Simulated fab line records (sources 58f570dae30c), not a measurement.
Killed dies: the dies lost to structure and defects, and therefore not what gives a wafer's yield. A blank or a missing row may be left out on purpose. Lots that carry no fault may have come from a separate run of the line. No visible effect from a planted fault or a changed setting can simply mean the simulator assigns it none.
A struck lot beside a sound one | flow berkeley_cmos170 | 15 out of 331 route steps
Sound: these wafers, L321.2, L321.5, L321.6. The struck wafers were L334.2, L334.3, L334.5. At the end, the cause is stated.
Each step with rows lists, per side, the tool, then ch with its chambers, then its first start. Under that, the readings that differ: sound wafers | struck wafers | difference of the means | sigmas: that difference in standard deviations of wafers without a fault.
alike: readings whose means differ by less than 2 such deviations, and words and numbers that are the same on both sides. not compared: withheld readings, readings that some wafer has no value for, bounds like >300 that may hide the same value, and numbers for which the record gives no deviation and whose values overlap.
A row with sigmas, a row that says differs or no value, or rows on one side alone: a step with any of these is where the two part. Numbers that don't overlap but have no deviation are shown without sigmas and don't part them. A reading missing from all wafers of one side parts the sides only when that side holds two or more wafers.

first, 5 steps without rows for these wafers: UCB170_NLDD_COAT_01 (resist thk 900 nm); UCB170_NLDD_SOFTBAKE_02 (time 60 s); UCB170_NLDD_EXPOSE_03 (exposes mask NSELECT, target cd 1200 nm); UCB170_NLDD_PEB_04; UCB170_NLDD_DEVELOP_05 (develop time 45 s).
UCB170_NLDD_CD_MEAS_06 targets a cd of 1200 nm.
  sound: cd_sem-02 at day 8 02:12; struck: cd_sem-01 at day 10 15:05
  reading    | sound                | struck               | difference | sigmas
  cd_nm (nm) | 1197.5 1197.9 1196.8 | 1203.6 1202.1 1202.2 | +5.2       | +3
UCB170_NLDD_OVL_MEAS_07:
  sound: overlay-01 at day 8 02:19; struck: overlay-02 at day 10 15:11
  alike: NLDD_OVL
then, 2 steps without rows for these wafers: UCB170_NLDD_IMPLANT_08; UCB170_NLDD_IMPLANT_09.
UCB170_NLDD_STRIP_10: strips in O2.
  sound on plasma_asher-01 ch 0,1, day 8 02:38; struck on plasma_asher-04 ch 0,1, day 10 15:31
  alike: drypump_motor_current_A, oes_product_au, strip_time_to_endpoint_s
  not compared: rf_hours_counter_h
UCB170_NLDD_TW_MEAS_11:
  sound: film_metro-03 at day 8 02:45; struck: film_metro-01 at day 10 15:38
  alike: NLDD_TW
then, 1 step without rows for these wafers: UCB170_NLDD_CLEAN_12 (cleans in SPM, time 600 s).
UCB170_SPACER_CVD_00: deposits SiO2 from TEOS/O2, target thk 376 nm, time 47 s.
  sound on pecvd-03 ch 0,2, day 8 02:58; struck on pecvd-03 ch 0,1,2, day 10 15:52
  reading                                 | sound             | struck            | difference | sigmas
  model.SiO2_of_SPACER_CVD_00.thk_nm (nm) | 370.3 378.6 375.5 | 649.4 662.7 660.5 | +282.7     |
  alike: heater_power_w, pressure_mtorr, rf_fwd_power_W
UCB170_SPACER_THK_MEAS_01:
  sound: film_metro-02 at day 8 03:02; struck: film_metro-01 at day 10 16:09
  reading              | sound       | struck      | difference | sigmas
  SPACER_TEOS_THK (nm) | 370 379 376 | 650 663 661 | +283       | +47
  not compared: hold
UCB170_M3_PROBE_99:
  the record has rows for the sound wafers here (prober-01, day 9 12:22) and none for the struck ones

## WHERE THEY PART
Last at UCB170_M3_PROBE_99 as far as this record goes, first at UCB170_NLDD_CD_MEAS_06.

WHY: whatever the simulator had introduced
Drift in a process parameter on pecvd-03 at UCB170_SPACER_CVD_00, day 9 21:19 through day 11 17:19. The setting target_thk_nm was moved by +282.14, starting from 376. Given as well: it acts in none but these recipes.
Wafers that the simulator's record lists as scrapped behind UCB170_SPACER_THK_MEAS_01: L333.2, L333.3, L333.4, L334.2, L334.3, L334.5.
